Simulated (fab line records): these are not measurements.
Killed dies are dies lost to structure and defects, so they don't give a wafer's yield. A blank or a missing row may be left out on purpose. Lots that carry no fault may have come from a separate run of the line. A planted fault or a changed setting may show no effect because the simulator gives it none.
fab line records    flow ritCmos
record lots=14  wafers=42  lastDay=7
route steps=202 shown PSD@148 CONTACT@179 M1@184
lots untouched by any fault: they come from a run of this same line in which no faults occurred
startH: hours from the record's first day to the start of the lot's first wafer shown    waitH: hours since the lot's step before    " repeats the value in the row above    L1.1+2: a row that stands for several wafers    - no value, or no start was given    * or withheld: withheld    < > ~ a bound
route shown NAME@n: a module of which the file shows steps, and the number in the route of the first    usual: mean/standard deviation taken from wafers without a fault    same: alike in all rows    chamber/n: place in a boat    sites: readings site by site    _std_site: how widely they spread, as a standard deviation    _edge_site: inner sites' mean taken away from outer sites' mean    radiusMm: for every site, how far away it sits from the centre of the wafer    mask NAME#n: copy n    behind: tool/chamber where the wafer was last shaped    hold: cause of the lot's hold/its duration in hours/its outcome    device: whichever transistor did not switch (one of n, p or np)    end of line: the route-end tests of the same wafers    step lacking rows: just its recipe    killed: dies lost to structure and defects at the first sort, not the wafer's yield    map: a wafer's dies, marking killed ones x, the rest . and places with no die _
set.NAME: the setting that was run; set.NAME@STEP: the one run at that earlier step    model.NAME: the simulator's own value behind a step, which no gauge read
one table for each step of the route and one row for each wafer, over a sample of lots
services: from which hour (startH, from the record's first day; less than 0 if before it) a tool's chamber was out of use, for how many hours, and why
## steps
# step RIT_PSD_OVL_MEAS_06
# usual PSD_OVL=-0.2/1.4
lot.wafer  tool        chamber  startH  waitH  PSD_OVL[nm]
L443.1     overlay-02  -        52.27   -      -0.7
L443.3     "           -        "       "      -0.6
L443.5     "           -        "       "      0.3
L445.2     overlay-01  -        63.66   -      0.8
L445.3     "           -        "       "      -1.4
L445.5     "           -        "       "      0.5
L446.1     overlay-02  -        65.19   -      -0.2
L446.4     "           -        "       "      0.3
L446.6     "           -        "       "      -0.1
L449.1     overlay-02  -        80.09   -      0.0
L449.3     "           -        "       "      -2.8
L449.5     "           -        "       "      -0.7
L450.2     overlay-02  -        84.26   -      -1.3
L450.5     "           -        "       "      -1.1
L450.6     "           -        "       "      -0.9
L451.1     overlay-02  -        90.68   -      1.5
L451.4     "           -        "       "      2.7
L451.5     "           -        "       "      2.3
L452.3     overlay-01  -        93.68   -      -1.6
L452.4     "           -        "       "      0.0
L452.6     "           -        "       "      1.3
L453.2     overlay-01  -        97.95   -      1.5
L453.4     "           -        "       "      0.9
L453.6     "           -        "       "      -1.6
L457.3     overlay-01  -        120.80  -      -1.5
L457.4     "           -        "       "      0.0
L457.6     "           -        "       "      -1.4
L459.2     overlay-01  -        127.91  -      1.0
L459.3     "           -        "       "      0.3
L459.5     "           -        "       "      1.3
L463.2     overlay-01  -        147.79  -      2.6
L463.3     "           -        "       "      1.4
L463.5     "           -        "       "      1.2
L464.1     overlay-02  -        153.80  -      0.4
L464.4     "           -        "       "      1.3
L464.5     "           -        "       "      -1.2
L465.2     overlay-01  -        159.48  -      0.8
L465.3     "           -        "       "      1.3
L465.6     "           -        "       "      0.3
L466.2     overlay-02  -        164.72  -      -3.4
L466.4     "           -        "       "      -3.1
L466.6     "           -        "       "      -2.1
# step RIT_CONTACT_ETCH_11
# recipe targetDepthA=4800  overEtchFrac=0.2  stopOn=TiSi2  chemistry=CHF3/CF4/Ar  target=SiO2  CHF3_flow_sccm=50  cf4FlowSccm=10  Ar_flow_sccm=100  O2_flow_sccm=5  pressureMtorr=100  rfW=200  timeS=320
# usual drypumpMotorCurrentA=5.7/0.5  mfcArSccm=100.0/0.31  oesProductAu=0.988/0.019  throttleValvePct=8.85/0.14
# same overEtchFrac=0.2
lot.wafer  tool        chamber  startH  waitH  drypumpMotorCurrentA  mfcArSccm  oesProductAu  rfHoursCounterH  throttleValvePct
L443.1     rieDiel-02  1        55.79   0.1    5.9                   99.7       0.985         33               8.81
L443.3     "           3        "       "      4.8                   100.2      1.007         95               8.92
L443.5     "           2        "       "      5.3                   100.1      1.014         -                8.80
L445.2     rieDiel-01  0        67.17   0.1    5.5                   100.5      1.007         83               9.02
L445.3     "           1        "       "      6.3                   100.8      0.964         149              9.02
L445.5     "           2        "       "      5.1                   100.3      0.968         -                8.81
L446.1     rieDiel-03  1        68.58   0.1    6.1                   100.1      0.965         160              9.03
L446.4     "           3        "       "      6.5                   100.3      0.970         -                8.63
L446.6     "           2        "       "      6.1                   99.5       1.002         -                8.96
L449.1     rieDiel-01  2        83.65   0.1    5.1                   100.3      0.959         122              8.80
L449.3     "           1        "       "      6.3                   99.9       0.965         150              9.02
L449.5     "           3        "       "      5.7                   100.8      1.004         -                8.69
L450.2     rieDiel-03  1        87.83   0.1    6.1                   100.6      0.961         160              9.04
L450.5     "           3        "       "      6.5                   99.8       0.979         -                8.66
L450.6     "           0        "       "      6.2                   100.2      0.999         -                8.91
L451.1     rieDiel-03  2        94.32   0.1    6.0                   99.9       1.002         57               8.96
L451.4     "           1        "       "      6.1                   100.0      0.968         160              9.05
L451.5     "           3        "       "      6.5                   99.9       0.971         -                8.64
L452.3     rieDiel-02  2        97.47   0.1    5.3                   100.1      1.011         56               8.79
L452.4     "           3        "       "      4.8                   99.9       1.011         96               8.92
L452.6     "           2        "       "      5.3                   100.6      1.018         -                8.80
L453.2     rieDiel-01  3        101.56  0.1    5.7                   99.9       0.996         14               8.67
L453.4     "           1        "       "      6.3                   99.7       0.965         150              9.01
L453.6     "           0        "       "      5.5                   100.2      1.011         -                9.05
L457.3     rieDiel-03  1        124.29  0.1    6.0                   99.9       0.993         0                9.03
L457.4     "           0        "       "      6.2                   100.3      1.000         23               8.91
L457.6     "           1        "       "      6.1                   100.1      0.994         -                9.05
L459.2     rieDiel-01  3        131.64  0.1    5.7                   99.9       0.988         15               8.68
L459.3     "           2        "       "      5.1                   100.0      0.961         123              8.79
L459.5     "           3        "       "      5.7                   100.0      0.992         -                8.70
L463.2     rieDiel-01  2        151.43  0.1    5.1                   99.8       0.961         124              8.79
L463.3     "           3        "       "      5.7                   100.3      0.991         15               8.68
L463.5     "           2        "       "      5.1                   99.6       0.955         -                8.78
L464.1     rieDiel-02  3        157.20  0.1    4.8                   100.7      1.010         97               8.91
L464.4     "           2        "       "      5.3                   100.1      1.024         57               8.80
L464.5     "           2        "       "      5.3                   100.1      1.012         -                8.79
L465.2     rieDiel-02  3        162.96  0.1    4.8                   99.7       1.012         97               8.95
L465.3     "           2        "       "      5.3                   99.7       1.014         57               8.79
L465.6     "           3        "       "      4.8                   99.8       1.004         -                8.91
L466.2     rieDiel-01  3        168.13  0.1    5.7                   100.0      0.991         15               8.68
L466.4     "           0        "       "      5.5                   100.4      1.001         -                9.04
L466.6     "           2        "       "      5.1                   100.4      0.956         -                8.79
# step RIT_M1_SPUTTER_00
# recipe material=Al  targetThkNm=400  powerW=2000  chamberPressurePa=0.4  gas=Ar  timeS=500  substrateTempC=25
# usual throttleValvePct=29.8/0.82
lot.wafer  tool           chamber  startH  waitH  throttleValvePct
L443.1     pvdSputter-04  -        56.63   0.0    29.0
L443.3     "              -        "       "      29.8
L443.5     "              -        "       "      30.3
L445.2     pvdSputter-04  -        68.01   0.0    30.2
L445.3     "              -        "       "      29.2
L445.5     "              -        "       "      28.9
L446.1     pvdSputter-02  -        69.42   0.0    31.0
L446.4     "              -        "       "      28.8
L446.6     "              -        "       "      31.1
L449.1     pvdSputter-03  -        84.67   0.0    30.3
L449.3     "              -        "       "      30.6
L449.5     "              -        "       "      30.7
L450.2     pvdSputter-02  -        88.68   0.0    30.3
L450.5     "              -        "       "      28.7
L450.6     "              -        "       "      31.1
L451.1     pvdSputter-03  -        95.18   0.0    30.5
L451.4     "              -        "       "      28.7
L451.5     "              -        "       "      30.5
L452.3     pvdSputter-02  -        98.31   0.0    31.0
L452.4     "              -        "       "      30.6
L452.6     "              -        "       "      28.7
L453.2     pvdSputter-04  -        102.58  0.0    30.4
L453.4     "              -        "       "      29.3
L453.6     "              -        "       "      30.2
L457.3     pvdSputter-04  -        125.15  0.0    29.8
L457.4     "              -        "       "      29.0
L457.6     "              -        "       "      30.0
L459.2     pvdSputter-04  -        132.52  0.0    29.6
L459.3     "              -        "       "      30.4
L459.5     "              -        "       "      30.0
L463.2     pvdSputter-04  -        152.26  0.0    29.3
L463.3     "              -        "       "      30.0
L463.5     "              -        "       "      29.7
L464.1     pvdSputter-02  -        158.04  0.0    31.0
L464.4     "              -        "       "      28.7
L464.5     "              -        "       "      29.6
L465.2     pvdSputter-03  -        163.85  0.0    30.2
L465.3     "              -        "       "      28.8
L465.6     "              -        "       "      30.1
L466.2     pvdSputter-02  -        168.98  0.0    31.1
L466.4     "              -        "       "      29.4
L466.6     "              -        "       "      29.5
# step RIT_M1_STRIP_14
# recipe chemistry=O2  timeS=186.3  platenTempC=withheld  powerW=500  pressureMtorr=4000  o2FlowSccm=4000
# usual drypumpMotorCurrentA=5.4/0.43
lot.wafer  tool            chamber  startH  waitH  drypumpMotorCurrentA  rfHoursCounterH
L443.1     plasmaAsher-03  1        59.04   0.0    5.8                   42
L443.3     "               1        "       "      5.7                   -
L443.5     "               1        "       "      5.8                   -
L445.2     plasmaAsher-04  1        70.23   0.0    5.5                   44
L445.3     "               0        "       "      5.8                   -
L445.5     "               1        "       "      5.5                   -
L446.1     plasmaAsher-03  0        71.52   0.0    4.8                   43
L446.4     "               0        "       "      4.8                   -
L446.6     "               1        "       "      5.7                   -
L449.1     plasmaAsher-04  1        86.91   0.0    5.5                   46
L449.3     "               1        "       "      5.5                   -
L449.5     "               0        "       "      5.8                   -
L450.2     plasmaAsher-03  0        90.96   0.0    4.8                   46
L450.5     "               1        "       "      5.7                   -
L450.6     "               0        "       "      4.8                   -
L451.1     plasmaAsher-03  1        97.63   0.0    5.7                   47
L451.4     "               1        "       "      5.8                   -
L451.5     "               0        "       "      4.8                   -
L452.3     plasmaAsher-01  1        100.59  0.1    5.9                   -
L452.4     "               0        "       "      4.8                   -
L452.6     "               1        "       "      5.9                   -
L453.2     plasmaAsher-04  1        104.80  0.0    5.5                   48
L453.4     "               0        "       "      5.8                   -
L453.6     "               0        "       "      5.8                   -
L457.3     plasmaAsher-04  1        127.48  0.1    5.5                   -
L457.4     "               0        "       "      5.8                   -
L457.6     "               0        "       "      5.8                   -
L459.2     plasmaAsher-04  1        134.78  0.0    5.5                   2
L459.3     "               1        "       "      5.5                   -
L459.5     "               1        "       "      5.5                   -
L463.2     plasmaAsher-04  0        154.36  0.0    5.8                   4
L463.3     "               0        "       "      5.8                   -
L463.5     "               1        "       "      5.5                   -
L464.1     plasmaAsher-01  1        160.21  0.0    5.9                   36
L464.4     "               1        "       "      5.9                   -
L464.5     "               0        "       "      4.8                   -
L465.2     plasmaAsher-03  1        165.96  0.0    5.7                   54
L465.3     "               1        "       "      5.7                   -
L465.6     "               0        "       "      4.8                   -
L466.2     plasmaAsher-04  1        171.08  0.0    5.5                   6
L466.4     "               1        "       "      5.5                   -
L466.6     "               0        "       "      5.7                   -
# step RIT_M1_PROBE_99
# usual defectLimitedYield=97.3/1.2  killed_at_M0_to_M3=0.0/0.12  killedAtContacts=0.1/0.31  killedAtFrontEnd=7/3.2  killedDies=7/3.2  killedOnRim=1.8/1.3  killedOpen=3.6/2.1  killedShort=3.5/2.1  sort_bin_3_pad_short=0.1/0.21  sort_bin_5_function=1.6/0.88  sort_bin_6_memory=1.0/0.66  sortNPass=257/3.2  sortYieldPct=97.3/1.2
# same grossDies=264  killed_at_M4_up=0  killedAtBackSide=0  killedAtOther=0
lot.wafer  tool       chamber  startH  waitH  defectLimitedYield[%]  killed_at_M0_to_M3  killedAtContacts  killedAtFrontEnd  killedDies  killedOnRim  killedOpen  killedShort  sort_bin_3_pad_short[%]  sort_bin_5_function[%]  sort_bin_6_memory[%]  sortNPass  sortYieldPct[%]
L443.1     prober-01  -        60.95   0.1    97.7                   0                   0                 6                 6           3            3           3            0.4                      0.8                     1.1                   258        97.7
L443.3     prober-01  -        61.05   0.2    99.2                   0                   0                 2                 2           1            0           2            0.4                      0                       0.4                   262        99.2
L443.5     prober-01  -        61.15   0.2    98.1                   0                   0                 5                 5           0            3           2            0                        1.9                     0                     259        98.1
L446.1     prober-02  -        73.67   0.1    99.2                   0                   0                 2                 2           0            2           0            0                        0.8                     0                     262        99.2
L446.4     prober-02  -        73.82   0.2    97.3                   0                   1                 6                 7           3            2           5            0.8                      1.9                     0                     257        97.3
L446.6     prober-02  -        73.92   0.2    98.1                   0                   0                 5                 5           2            1           4            0.4                      1.1                     0.4                   259        98.1
L445.2     prober-01  -        73.72   0.1    94.7                   0                   0                 14                14          2            3           9            0.4                      3.4                     1.5                   250        94.7
L445.3     prober-01  -        73.77   0.2    95.5                   0                   0                 12                12          3            8           4            0                        2.7                     1.9                   252        95.5
L445.5     prober-01  -        73.87   0.2    95.8                   0                   0                 11                11          3            6           4            0                        2.3                     1.9                   253        95.8
L449.1     prober-02  -        88.82   0.1    97.7                   0                   0                 6                 6           2            2           4            0                        0.4                     1.9                   258        97.7
L449.3     prober-02  -        88.92   0.2    98.9                   0                   0                 3                 3           1            1           2            0                        0.4                     0.8                   261        98.9
L449.5     prober-02  -        89.02   0.2    98.9                   0                   0                 3                 3           1            2           1            0                        0.8                     0.4                   261        98.9
L450.2     prober-01  -        92.93   0.1    96.6                   0                   0                 9                 9           4            5           4            0                        2.3                     1.1                   255        96.6
L450.5     prober-01  -        93.08   0.2    97.3                   0                   0                 7                 7           1            4           3            0                        1.9                     0.8                   257        97.3
L450.6     prober-01  -        93.13   0.2    98.1                   0                   0                 5                 5           2            2           3            0.8                      1.1                     0                     259        98.1
L451.1     prober-02  -        99.54   0.1    97.3                   0                   0                 7                 7           2            4           3            0                        1.1                     1.5                   257        97.3
L451.4     prober-02  -        99.69   0.2    98.1                   0                   0                 5                 5           1            5           0            0                        0.8                     1.1                   259        98.1
L451.5     prober-02  -        99.74   0.2    92.4                   0                   0                 20                20          3            11          9            0.4                      4.5                     2.7                   244        92.4
L452.3     prober-01  -        103.14  0.2    98.1                   0                   0                 5                 5           0            2           3            0                        1.9                     0                     259        98.1
L452.4     prober-01  -        103.19  0.2    96.2                   0                   0                 10                10          2            8           2            0                        2.3                     1.5                   254        96.2
L452.6     prober-01  -        103.29  0.2    97.3                   0                   0                 7                 7           3            4           3            0.4                      2.3                     0                     257        97.3
L453.2     prober-02  -        106.77  0.1    94.3                   0                   0                 15                15          5            10          5            0.4                      3.8                     1.5                   249        94.3
L453.4     prober-02  -        106.87  0.2    97.0                   0                   1                 7                 8           2            0           8            0.8                      1.5                     0.8                   256        97.0
L453.6     prober-02  -        106.97  0.2    95.5                   0                   0                 12                12          3            8           4            0                        2.3                     2.3                   252        95.5
L457.3     prober-02  -        129.80  0.2    97.7                   0                   0                 6                 6           4            4           2            0                        1.5                     0.8                   258        97.7
L457.4     prober-02  -        129.85  0.2    95.1                   0                   0                 13                13          4            6           7            0                        3.0                     1.9                   251        95.1
L457.6     prober-02  -        129.95  0.2    98.1                   0                   0                 5                 5           1            4           1            0                        1.1                     0.8                   259        98.1
L459.2     prober-02  -        137.96  0.1    92.8                   12                  0                 7                 19          10           3           4            1.5                      3.0                     2.7                   245        92.8
L459.3     prober-02  -        138.01  0.2    90.5                   21                  0                 4                 25          10           2           2            2.7                      5.3                     1.5                   239        90.5
L459.5     prober-02  -        138.11  0.2    89.4                   25                  0                 3                 28          12           2           1            3.0                      6.1                     1.5                   236        89.4
L463.2     prober-02  -        156.44  0.1    90.9                   22                  0                 2                 24          12           0           2            1.5                      5.3                     2.3                   240        90.9
L463.3     prober-02  -        156.49  0.2    95.1                   7                   0                 6                 13          7            2           4            0.8                      2.7                     1.5                   251        95.1
L463.5     prober-02  -        156.59  0.2    93.6                   8                   0                 9                 17          8            1           8            1.1                      3.8                     1.5                   247        93.6
L464.1     prober-01  -        162.12  0.1    97.3                   0                   2                 5                 7           2            4           3            0.4                      1.5                     0.8                   257        97.3
L464.4     prober-01  -        162.27  0.2    96.2                   0                   0                 10                10          2            5           5            0.4                      1.5                     1.9                   254        96.2
L464.5     prober-01  -        162.32  0.2    96.6                   1                   0                 8                 9           4            8           1            0                        3.0                     0.4                   255        96.6
L465.2     prober-02  -        167.92  0.1    98.5                   0                   0                 4                 4           0            2           2            0.4                      1.1                     0                     260        98.5
L465.3     prober-02  -        167.97  0.2    97.3                   0                   1                 6                 7           1            4           3            0                        1.1                     1.5                   257        97.3
L465.6     prober-02  -        168.12  0.2    98.5                   0                   0                 4                 4           1            2           2            0.4                      1.1                     0                     260        98.5
L466.2     prober-01  -        173.05  0.1    96.6                   0                   1                 8                 9           2            6           3            0.4                      1.5                     1.5                   255        96.6
L466.4     prober-01  -        173.15  0.2    95.5                   0                   0                 12                12          4            8           4            0.4                      2.7                     1.5                   252        95.5
L466.6     prober-01  -        173.25  0.2    96.2                   0                   0                 10                10          4            4           5            0.4                      2.7                     0.8                   254        96.2
# killed by level:class
L443.1 SILICIDE:geometricParticle:open=2 FOX2:geometricParticle:short=1 GATE:geometricParticle:short=1 SPACER:geometricParticle:open=1 SPACER:geometricParticle:short=1
L443.3 FOX1:geometricParticle:short=2
L443.5 SPACER:geometricParticle:short=2 GATE:geometricParticle:open=1 REOX:geometricParticle:open=1 SILICIDE:geometricParticle:open=1
L446.1 GATE:geometricParticle:open=1 SPACER:geometricParticle:open=1
L445.2 GATE:geometricParticle:short=3 FOX1:geometricParticle:short=2 FOX2:geometricParticle:open=2 FOX2:geometricParticle:short=2 REOX:geometricParticle:short=2 PLDD:coatMicrobubblePrinted=2 GATE:geometricParticle:open=1
L445.3 GATE:geometricParticle:open=6 GATE:geometricParticle:short=2 FOX1:geometricParticle:open=1 FOX2:geometricParticle:open=1 SPACER:geometricParticle:short=1 SILICIDE:geometricParticle:short=1
L446.4 FOX1:geometricParticle:open=1 FOX1:geometricParticle:short=1 GATE:geometricParticle:short=1 REOX:geometricParticle:open=1 SPACER:geometricParticle:short=1 SILICIDE:geometricParticle:short=1 CONTACT:geometricParticle:short=1
L445.5 GATE:geometricParticle:open=4 REOX:geometricParticle:short=2 SILICIDE:geometricParticle:open=2 FOX1:geometricParticle:short=1 FOX2:geometricParticle:short=1 PLDD:coatMicrobubblePrinted=1
L446.6 GATE:geometricParticle:short=2 FOX1:geometricParticle:open=1 SILICIDE:geometricParticle:short=1 SPACER:geometricParticle:short=1
L449.1 GATE:geometricParticle:short=2 SILICIDE:geometricParticle:short=2 SPACER:geometricParticle:open=1 SILICIDE:geometricParticle:open=1
L449.3 FOX1:geometricParticle:short=1 GATE:geometricParticle:short=1 SPACER:geometricParticle:open=1
L449.5 FOX1:geometricParticle:short=1 GATE:geometricParticle:open=1 REOX:geometricParticle:open=1
L450.2 GATE:geometricParticle:open=2 SILICIDE:geometricParticle:open=2 FOX1:geometricParticle:open=1 FOX2:geometricParticle:short=1 GATE:geometricParticle:short=1 REOX:geometricParticle:short=1 SPACER:geometricParticle:short=1
L450.5 GATE:geometricParticle:open=3 REOX:geometricParticle:short=2 GATE:geometricParticle:short=1 REOX:geometricParticle:open=1
L450.6 REOX:geometricParticle:short=2 GATE:geometricParticle:open=1 REOX:geometricParticle:open=1 SILICIDE:geometricParticle:short=1
L451.1 GATE:geometricParticle:open=3 SPACER:geometricParticle:short=2 FOX2:geometricParticle:short=1 REOX:geometricParticle:open=1
L451.4 SPACER:geometricParticle:open=4 REOX:geometricParticle:open=1
L451.5 FOX2:geometricParticle:open=4 GATE:geometricParticle:short=4 GATE:geometricParticle:open=3 SPACER:geometricParticle:short=3 SPACER:geometricParticle:open=2 SILICIDE:geometricParticle:open=2 FOX2:geometricParticle:short=1 REOX:geometricParticle:short=1
L452.3 GATE:geometricParticle:short=2 FOX1:geometricParticle:open=1 REOX:geometricParticle:open=1 REOX:geometricParticle:short=1
L452.4 GATE:geometricParticle:open=6 REOX:geometricParticle:short=2 FOX2:geometricParticle:open=1 REOX:geometricParticle:open=1
L452.6 REOX:geometricParticle:open=3 GATE:geometricParticle:short=1 GATE:geometricParticle:open=1 REOX:geometricParticle:short=1 SILICIDE:geometricParticle:short=1
L453.2 GATE:geometricParticle:open=6 GATE:geometricParticle:short=5 REOX:geometricParticle:open=2 FOX1:geometricParticle:open=1 SILICIDE:geometricParticle:open=1
L453.4 REOX:geometricParticle:short=3 FOX1:geometricParticle:short=2 SILICIDE:geometricParticle:short=2 CONTACT:geometricParticle:short=1
L453.6 GATE:geometricParticle:open=2 REOX:geometricParticle:open=2 SPACER:geometricParticle:short=2 SPACER:geometricParticle:open=2 FOX1:geometricParticle:open=1 FOX1:geometricParticle:short=1 REOX:geometricParticle:short=1 SILICIDE:geometricParticle:open=1
L457.3 GATE:geometricParticle:open=3 FOX1:geometricParticle:open=1 REOX:geometricParticle:short=1 SILICIDE:geometricParticle:short=1
L457.4 SILICIDE:geometricParticle:open=5 GATE:geometricParticle:short=4 SPACER:geometricParticle:short=2 GATE:geometricParticle:open=1 SILICIDE:geometricParticle:short=1
L457.6 SILICIDE:geometricParticle:open=3 FOX2:geometricParticle:short=1 REOX:geometricParticle:open=1
L459.2 M1:unspecified=12 GATE:geometricParticle:short=3 GATE:geometricParticle:open=2 REOX:geometricParticle:short=1 REOX:geometricParticle:open=1
L459.3 M1:unspecified=21 GATE:geometricParticle:short=2 GATE:geometricParticle:open=1 SPACER:geometricParticle:open=1
L459.5 M1:unspecified=25 FOX1:geometricParticle:open=1 GATE:geometricParticle:short=1 SPACER:geometricParticle:open=1
L463.2 M1:unspecified=22 SPACER:geometricParticle:short=2
L463.3 M1:unspecified=7 GATE:geometricParticle:short=3 FOX2:geometricParticle:open=1 SPACER:geometricParticle:open=1 SILICIDE:geometricParticle:short=1
L463.5 M1:unspecified=8 REOX:geometricParticle:short=3 SPACER:geometricParticle:short=2 FOX1:geometricParticle:short=1 FOX2:geometricParticle:short=1 GATE:geometricParticle:open=1 SILICIDE:geometricParticle:short=1
L464.1 SILICIDE:geometricParticle:short=2 CONTACT:geometricParticle:open=2 GATE:geometricParticle:short=1 GATE:geometricParticle:open=1 SILICIDE:geometricParticle:open=1
L464.4 GATE:geometricParticle:open=3 FOX2:geometricParticle:short=2 GATE:geometricParticle:short=2 SILICIDE:geometricParticle:open=2 SPACER:geometricParticle:short=1
L464.5 GATE:geometricParticle:open=3 SPACER:geometricParticle:open=3 FOX1:geometricParticle:open=1 REOX:geometricParticle:open=1 M1:geometricParticle:short=1
L465.2 FOX1:geometricParticle:short=2 FOX2:geometricParticle:open=2
L465.3 GATE:geometricParticle:open=2 GATE:geometricParticle:short=2 REOX:geometricParticle:open=1 SPACER:geometricParticle:short=1 CONTACT:geometricParticle:open=1
L465.6 REOX:geometricParticle:short=2 REOX:geometricParticle:open=2
L466.2 GATE:geometricParticle:open=3 FOX2:geometricParticle:short=1 GATE:geometricParticle:short=1 REOX:geometricParticle:open=1 SPACER:geometricParticle:open=1 SILICIDE:geometricParticle:open=1 CONTACT:geometricParticle:short=1
L466.4 GATE:geometricParticle:open=4 FOX2:geometricParticle:open=3 ACTIVE:geometricParticle:short=1 GATE:geometricParticle:short=1 REOX:geometricParticle:short=1 SPACER:geometricParticle:short=1 SPACER:geometricParticle:open=1
L466.6 GATE:geometricParticle:short=3 SILICIDE:geometricParticle:open=2 GATE:geometricParticle:open=1 REOX:geometricParticle:short=1 SPACER:geometricParticle:open=1 SILICIDE:geometricParticle:short=1 PSD:coatMicrobubblePrinted=1
## services
tool            chamber  startH  hours  kind
rieDiel-02      -        40.32   0.2    repair
pvdSputter-03   -        46.65   8.4    repair
pvdSputter-04   -        48.98   4.7    repair
plasmaAsher-04  -        54.47   2.2    repair
pvdSputter-04   -        58.62   0.5    repair
rieDiel-03      0        64.49   8.8    repair
rieDiel-02      2        65.04   6.8    repair
pvdSputter-03   -        65.27   1.1    repair
plasmaAsher-01  -        70.32   15.6   pm
rieDiel-03      1        70.39   5.8    repair
pvdSputter-04   -        72.06   4.4    repair
rieDiel-02      2        76.23   7.0    repair
rieDiel-03      3        98.50   4.9    repair
rieDiel-03      1        103.35  -      clean
rieDiel-03      1        103.35  17.5   scheduledDown
rieDiel-03      1        103.35  17.5   ventCycle
rieDiel-01      -        103.56  0.9    repair
plasmaAsher-04  -        108.75  9.0    pm
plasmaAsher-04  0        108.75  9.0    ventCycle
plasmaAsher-04  1        108.75  9.0    ventCycle
plasmaAsher-04  0        117.75  -      clean
plasmaAsher-04  1        117.75  -      clean
rieDiel-01      1        149.21  -      clean
## key
firstSign step=RIT_M1_PROBE_99  reading=killed_at_M0_to_M3  direction=up  sigmas=16  usual=0.0  struck=15.8
effect step=RIT_M1_PROBE_99  reading=killedDies  direction=up  sigmas=4.4  usual=7  struck=21
metAt RIT_M1_SPUTTER_00
struckLots L459,L463
notActingAt RIT_PSD_OVL_MEAS_06,RIT_CONTACT_ETCH_11,RIT_M1_STRIP_14
onsetBetween 125.15 132.52
fault kind=chamberParticleSource  tool=pvdSputter-04  chamber=-  onsetH=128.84  steps=RIT_M1_SPUTTER_00  ratePerVisitCm2=1.0218  endH=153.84
